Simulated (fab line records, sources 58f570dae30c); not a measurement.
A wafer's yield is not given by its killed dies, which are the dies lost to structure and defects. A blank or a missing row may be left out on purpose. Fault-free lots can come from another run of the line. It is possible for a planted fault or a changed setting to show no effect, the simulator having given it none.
The same fault as seen by 2 desks	flow berkeleyCmos170	each desk has only its own numbers; what lay behind them comes last

## THE METROLOGY DESK
What the gauges read, lot by lot, whatever tool the lot ran on: means of the sampled wafers that have a number. The brackets show how far a lot's mean lies from the usual mean; more than 4 standard deviations puts the lot out of limits, marked OUT.
Columns: A = M1_AL_RS at UCB170_M1_RS_MEAS_01, usual 0.0484 ohm/sq; B = M1_AL_THK at UCB170_M1_THK_MEAS_02, usual 601 nm; C = cdNm at UCB170_M1_CD_MEAS_09, usual 700.0 nm; D = M1_OVL at UCB170_M1_OVL_MEAS_10, usual -1 nm
lot	first seen here	A	B	C	D
L622	day 6 23:01	0.0491	590	700.5	-4
L624	day 7 09:07	0.0475	615	700.2	-3
L630	day 8 19:08	0.0484	600	698.8	-4
L633	day 9 11:52	0.0483	606	703.1	0
L638	day 10 10:41	0.0487	595	697.5	1
L640	day 10 15:01	0.0491	590	699.5	-1
Result from this desk: across the 6 lots, nothing is out of limits.

## TOOL OWNER'S DESK, rieMetal-02
The tool's own readings at UCB170_M1_METAL_ETCH_12 (etches Al in Cl2/BCl3, stops on PSG, target depth 780 nm, time 130 s): means of the sampled wafers that have a number, for each lot that ran on this tool. The brackets show how far a lot's mean lies from the usual mean; more than 4 standard deviations puts the lot out of limits, marked OUT.
Columns: A = drypumpMotorCurrentA at UCB170_M1_METAL_ETCH_12, usual 5.3 A; B = heBacksideLeakSccm at UCB170_M1_METAL_ETCH_12, usual 3.30 sccm; C = oesProductAu at UCB170_M1_METAL_ETCH_12, usual 0.854 a.u.; D = runLengthS at UCB170_M1_METAL_ETCH_12, usual 158.4 s; E = throttleValvePct at UCB170_M1_METAL_ETCH_12, usual 24.29 %
lot	first seen here	A	B	C	D	E
L622	day 7 01:02	5.8	3.59	0.842	158.1	24.44
L630	day 8 20:35	5.8	3.23	0.869	155.1 (-6.7) OUT	24.34
L633	day 9 13:34	5.8	3.17	0.854	156.9	24.27
This desk's finding: out of limits on L630; first on L630, day 8 20:35 (runLengthS at UCB170_M1_METAL_ETCH_12). L622, L633: within limits.

## BROUGHT TOGETHER
On L630, at day 8 20:35, an alarm was possible from the tool owner's desk.
From the metrology desk's view, nothing was out of limits.
The metrology desk has L630 on record, within its limits.
The lots listed all ran UCB170_M1_METAL_ETCH_12 on rieMetal-02.

## WHAT THE SIMULATOR HAD PUT IN
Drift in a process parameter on rieMetal-02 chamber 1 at UCB170_M1_METAL_ETCH_12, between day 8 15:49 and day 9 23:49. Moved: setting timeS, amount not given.
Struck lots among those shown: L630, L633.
Delay in hours, fault start to first out-of-limits reading, by desk: the tool owner's desk at 5.
